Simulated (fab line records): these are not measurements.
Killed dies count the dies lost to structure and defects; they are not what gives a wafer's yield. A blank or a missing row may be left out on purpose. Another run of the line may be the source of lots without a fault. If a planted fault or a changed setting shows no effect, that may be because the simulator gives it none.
What tool caused it? / flow berkeley cmos170 / Sampling: 14 lots, 42 wafers, 4 of 331 route steps

WHAT THE GAUGES READ, wafer by wafer
UCB170_NVT_OVL_MEAS_06.
lot=L881; measured=day 6 05:21; on=overlay-02; NVT_OVL (nm)=4 14 4
lot=L883; measured=day 6 14:50; on=overlay-01; NVT_OVL (nm)=-11 -2 -3
lot=L882; measured=day 6 14:50; on=overlay-02; NVT_OVL (nm)=-4 6 -5
lot=L880; measured=day 6 15:06; on=overlay-01; NVT_OVL (nm)=13 9 8
lot=L886; measured=day 7 13:29; on=overlay-02; NVT_OVL (nm)=-4 -2 -1
lot=L885; measured=day 7 13:49; on=overlay-01; NVT_OVL (nm)=-8 -2 -4
lot=L884; measured=day 7 14:13; on=overlay-01; NVT_OVL (nm)=2 -3 4
lot=L888; measured=day 7 20:56; on=overlay-01; NVT_OVL (nm)=-3 6 4
lot=L894; measured=day 9 09:45; on=overlay-02; NVT_OVL (nm)=7 5 -1
lot=L893; measured=day 9 10:07; on=overlay-02; NVT_OVL (nm)=7 8 -4
lot=L896; measured=day 9 22:34; on=overlay-01; NVT_OVL (nm)=-5 -2 -8
lot=L899; measured=day 10 04:38; on=overlay-01; NVT_OVL (nm)=-5 3 -8
lot=L901; measured=day 10 18:51; on=overlay-01; NVT_OVL (nm)=12 -4 5
lot=L902; measured=day 11 05:54; on=overlay-01; NVT_OVL (nm)=-2 -5 0

UCB170_GATE_CD_MEAS_12: target cd 350 nm.
lot=L881; measured=day 7 00:14; on=cd sem-01; cd nm (nm)=352.9 352.4 353.5
lot=L883; measured=day 7 06:52; on=cd sem-02; cd nm (nm)=348.1 347.9 347.4
lot=L882; measured=day 7 06:35; on=cd sem-01; cd nm (nm)=347.7 347.6 346.9
lot=L880; measured=day 7 06:56; on=cd sem-01; cd nm (nm)=348.2 349.4 349.1
lot=L886; measured=day 8 04:14; on=cd sem-01; cd nm (nm)=349.2 351.7 350.4
lot=L885; measured=day 8 04:43; on=cd sem-02; cd nm (nm)=349.4 349.8 350.1
lot=L884; measured=day 8 04:28; on=cd sem-01; cd nm (nm)=349.5 352.5 352.0
lot=L888; measured=day 8 16:00; on=cd sem-01; cd nm (nm)=348.6 348.7 350.0
lot=L894; measured=day 10 01:34; on=cd sem-02; cd nm (nm)=309.1 308.7 308.4 309.6 308.7 308.1
lot=L893; measured=day 10 02:07; on=cd sem-01; cd nm (nm)=311.4 311.5 310.1 311.5 311.2 310.2
lot=L896; measured=day 10 13:34; on=cd sem-01; cd nm (nm)=350.2 350.1 348.8
lot=L899; measured=day 10 22:03; on=cd sem-01; cd nm (nm)=351.1 351.4 351.5
lot=L901; measured=day 11 12:24; on=cd sem-01; cd nm (nm)=349.6 348.5 349.5
lot=L902; measured=day 11 23:16; on=cd sem-01; cd nm (nm)=347.2 348.8 348.2

WHICH TOOL RAN EACH LOT (tool, then ch and the chambers of the sampled wafers, then the start)
lot=L881; UCB170_NVT_STRIP_08=plasma asher-02 ch 0,1, day 6 05:32; UCB170_GATE_PEB_10=litho track-03 ch 0, day 6 23:58
lot=L883; UCB170_NVT_STRIP_08=plasma asher-02 ch 0,1, day 6 15:01; UCB170_GATE_PEB_10=litho track-02 ch 0, day 7 06:35
lot=L882; UCB170_NVT_STRIP_08=plasma asher-01 ch 0,1, day 6 15:01; UCB170_GATE_PEB_10=litho track-02 ch 0, day 7 06:19
lot=L880; UCB170_NVT_STRIP_08=plasma asher-03 ch 0,1, day 6 15:17; UCB170_GATE_PEB_10=litho track-03 ch 0, day 7 06:40
lot=L886; UCB170_NVT_STRIP_08=plasma asher-01 ch 0,1, day 7 13:40; UCB170_GATE_PEB_10=litho track-04 ch 0, day 8 03:58
lot=L885; UCB170_NVT_STRIP_08=plasma asher-02 ch 0,1, day 7 13:59; UCB170_GATE_PEB_10=litho track-03 ch 0, day 8 04:25
lot=L884; UCB170_NVT_STRIP_08=plasma asher-01 ch 0,1, day 7 14:25; UCB170_GATE_PEB_10=litho track-02 ch 0, day 8 04:12
lot=L888; UCB170_NVT_STRIP_08=plasma asher-01 ch 0,1, day 7 21:07; UCB170_GATE_PEB_10=litho track-04 ch 0, day 8 15:44
lot=L894; UCB170_NVT_STRIP_08=plasma asher-02 ch 0,1, day 9 09:56; UCB170_GATE_PEB_10=litho track-04 ch 0, day 10 01:17
lot=L893; UCB170_NVT_STRIP_08=plasma asher-03 ch 1, day 9 10:17; UCB170_GATE_PEB_10=litho track-04 ch 0, day 10 01:50
lot=L896; UCB170_NVT_STRIP_08=plasma asher-03 ch 0,1, day 9 22:44; UCB170_GATE_PEB_10=litho track-02 ch 0, day 10 13:17
lot=L899; UCB170_NVT_STRIP_08=plasma asher-01 ch 0,1, day 10 04:49; UCB170_GATE_PEB_10=litho track-03 ch 0, day 10 21:46
lot=L901; UCB170_NVT_STRIP_08=plasma asher-01 ch 0,1, day 10 19:02; UCB170_GATE_PEB_10=litho track-02 ch 0, day 11 12:06
lot=L902; UCB170_NVT_STRIP_08=plasma asher-01 ch 0,1, day 11 06:05; UCB170_GATE_PEB_10=litho track-02 ch 0, day 11 22:59
- UCB170_NVT_STRIP_08: strips in O2.
- UCB170_GATE_PEB_10

WHAT THE TOOLS THEMSELVES READ (means of the sampled wafers that have a number; where no wafer has one, the mark that the record gives instead)
UCB170_NVT_STRIP_08.
lot=L881; tool=plasma asher-02; drypump motor current A (A)=5.5; oes product au (a.u.)=0.734; strip time to endpoint s (s)=21.65
lot=L883; tool=plasma asher-02; drypump motor current A (A)=5.5; oes product au (a.u.)=0.737; strip time to endpoint s (s)=21.70
lot=L882; tool=plasma asher-01; drypump motor current A (A)=5.6; oes product au (a.u.)=0.733; strip time to endpoint s (s)=21.75
lot=L880; tool=plasma asher-03; drypump motor current A (A)=6.0; oes product au (a.u.)=0.731; strip time to endpoint s (s)=21.65
lot=L886; tool=plasma asher-01; drypump motor current A (A)=5.6; oes product au (a.u.)=0.737; strip time to endpoint s (s)=21.53
lot=L885; tool=plasma asher-02; drypump motor current A (A)=5.6; oes product au (a.u.)=0.736; strip time to endpoint s (s)=21.63
lot=L884; tool=plasma asher-01; drypump motor current A (A)=5.4; oes product au (a.u.)=0.733; strip time to endpoint s (s)=21.68
lot=L888; tool=plasma asher-01; drypump motor current A (A)=5.4; oes product au (a.u.)=0.734; strip time to endpoint s (s)=21.63
lot=L894; tool=plasma asher-02; drypump motor current A (A)=5.5; oes product au (a.u.)=0.737; strip time to endpoint s (s)=21.67
lot=L893; tool=plasma asher-03; drypump motor current A (A)=6.3; oes product au (a.u.)=0.734; strip time to endpoint s (s)=21.71
lot=L896; tool=plasma asher-03; drypump motor current A (A)=6.2; oes product au (a.u.)=0.737; strip time to endpoint s (s)=21.62
lot=L899; tool=plasma asher-01; drypump motor current A (A)=5.6; oes product au (a.u.)=0.736; strip time to endpoint s (s)=21.57
lot=L901; tool=plasma asher-01; drypump motor current A (A)=5.6; oes product au (a.u.)=0.734; strip time to endpoint s (s)=21.59
lot=L902; tool=plasma asher-01; drypump motor current A (A)=5.6; oes product au (a.u.)=0.734; strip time to endpoint s (s)=21.66

UCB170_GATE_PEB_10.
lot=L881; tool=litho track-03; heater power total W (W)=56.79; plate temp C (C)=129.99; resist line temp C (C)=23.06
lot=L883; tool=litho track-02; heater power total W (W)=56.80; plate temp C (C)=130.05; resist line temp C (C)=23.00
lot=L882; tool=litho track-02; heater power total W (W)=56.81; plate temp C (C)=129.97; resist line temp C (C)=22.93
lot=L880; tool=litho track-03; heater power total W (W)=56.77; plate temp C (C)=129.93; resist line temp C (C)=23.10
lot=L886; tool=litho track-04; heater power total W (W)=56.79; plate temp C (C)=129.70; resist line temp C (C)=22.87
lot=L885; tool=litho track-03; heater power total W (W)=56.80; plate temp C (C)=130.24; resist line temp C (C)=22.97
lot=L884; tool=litho track-02; heater power total W (W)=56.80; plate temp C (C)=130.01; resist line temp C (C)=22.98
lot=L888; tool=litho track-04; heater power total W (W)=56.81; plate temp C (C)=129.93; resist line temp C (C)=23.06
lot=L894; tool=litho track-04; heater power total W (W)=61.80; plate temp C (C)=138.69; resist line temp C (C)=23.10
lot=L893; tool=litho track-04; heater power total W (W)=61.82; plate temp C (C)=138.84; resist line temp C (C)=23.17
lot=L896; tool=litho track-02; heater power total W (W)=56.76; plate temp C (C)=129.86; resist line temp C (C)=23.03
lot=L899; tool=litho track-03; heater power total W (W)=56.82; plate temp C (C)=130.02; resist line temp C (C)=23.17
lot=L901; tool=litho track-02; heater power total W (W)=56.79; plate temp C (C)=129.95; resist line temp C (C)=22.94
lot=L902; tool=litho track-02; heater power total W (W)=56.81; plate temp C (C)=130.02; resist line temp C (C)=22.90

THE ANSWER, worked out from the rows above alone
Rule: usual is defined by the lots themselves. Put in order of their means at a reading, lots are off if they are a third of the lots or fewer, leave a main group of 4 or more, and stand apart from it by a gap of 3 or more times the standard deviation of the main group's means; of several such gaps the widest counts. The tables above print the reading to a certain number of digits; a main group whose means all agree to those digits is not used. Also off: a lot with no number at a reading for which 4 or more lots have one. The other lots that the step has rows for count as sound. After the gauges, taken in route order, come the tools' own readings; for these a lot's mean is taken, as printed above. The first step at which some lot is off is used, and at that step the reading that is off furthest; a lot without a number counts as furthest.
Off at UCB170_GATE_CD_MEAS_12 (cd nm): L894, L893. The main group: mean 349.7 nm, standard deviation 1.6.
A tool fits if, at a process step before that reading, it ran every lot that is off, and no sound lot after the first of them. Not tried: the gauges at UCB170_GATE_CD_MEAS_12; whatever is off there is also off at UCB170_GATE_PEB_10, on other tools, and gauge error can't account for it. One candidate fits, namely litho track-04 at UCB170_GATE_PEB_10. A fault onset in the window from L888 (day 8 15:44, its last sound lot) to L894 (day 10 01:17, its first lot off) fits.
The tool's own readings at UCB170_GATE_PEB_10 bear it out: on the lots that are off they differ by more than 5 times the standard deviation of the sound lots' means. heater power total W reads 61.81 W there against 56.80 W on the sound lots; plate temp C reads 138.76 C there against 129.97 C on the sound lots.

WHAT HAD BEEN PUT IN BY THE SIMULATOR
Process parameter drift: litho track-04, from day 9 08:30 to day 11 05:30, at UCB170_GATE_PEB_10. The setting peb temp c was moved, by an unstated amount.
Lots struck among those shown: L894, L893. The rule above found the same.
